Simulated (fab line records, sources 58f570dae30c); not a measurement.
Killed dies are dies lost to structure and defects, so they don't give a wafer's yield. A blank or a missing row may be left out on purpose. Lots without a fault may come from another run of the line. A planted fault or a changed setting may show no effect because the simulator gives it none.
Chamber matching | flow berkeley_cmos170 | UCB170_SPACER_CVD_00 on pecvd-04: 3 sister chambers
The step deposits SiO2 from TEOS/O2, target thk 376 nm, time 47 s. 14 wafers are shown with their chamber, then 7 later ones without.

WAFERS WITH THEIR CHAMBER
wafer  | chamber | heater_power_w (W)
L589.1 | 1       | 249
L589.4 | 1       | 264
L589.5 | 0       | 351
L590.1 | 1       | 285
L590.2 | 2       | 221
L590.5 | 2       | 238
L592.2 | 2       | 285
L592.5 | 0       | 362
L592.6 | 2       | 292
L594.3 | 2       | 253
L594.4 | 2       | 262
L594.6 | 0       | 339
L600.1 | 1       | 266
L600.3 | 2       | 308

SIGNATURES (means of the wafers above)
reading        | chamber 0 | chamber 1 | chamber 2 | scatter within a chamber
heater_power_w | 350.67    | 266.00    | 265.57    | 24.7
Rule: a wafer's distance from a chamber is the root of the sum, over the readings, of the square of ((its reading less the chamber's mean) divided by the reading's scatter). The wafer belongs to the nearest chamber; if the next one is less than 2 further off, it can't be placed. The scatter: the root of (the sum of the squares of (reading less its chamber's mean) over the shown wafers, divided by (wafers less chambers)).

WAFERS WITHOUT THEIR CHAMBER
wafer  | heater_power_w (W)
L600.4 | 277
L607.2 | 274
L607.3 | 297
L607.6 | 300
L612.1 | 254
L612.2 | 311
L612.3 | 300

WHICH CHAMBER EACH WENT THROUGH
wafer  | from the rows above          | in truth
L600.4 | can't be placed: 1 or 2      | 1
L607.2 | can't be placed: 1 or 2      | 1
L607.3 | can't be placed: 1 or 2 or 0 | 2
L607.6 | can't be placed: 1 or 2 or 0 | 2
L612.1 | can't be placed: 2 or 1      | 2
L612.2 | can't be placed: 0 or 1 or 2 | 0
L612.3 | can't be placed: 1 or 2 or 0 | 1
Placed correctly: 0 of 7. Can't be placed from these rows: 7 (the true chamber is among the candidates in 7). Placed wrongly: 0.
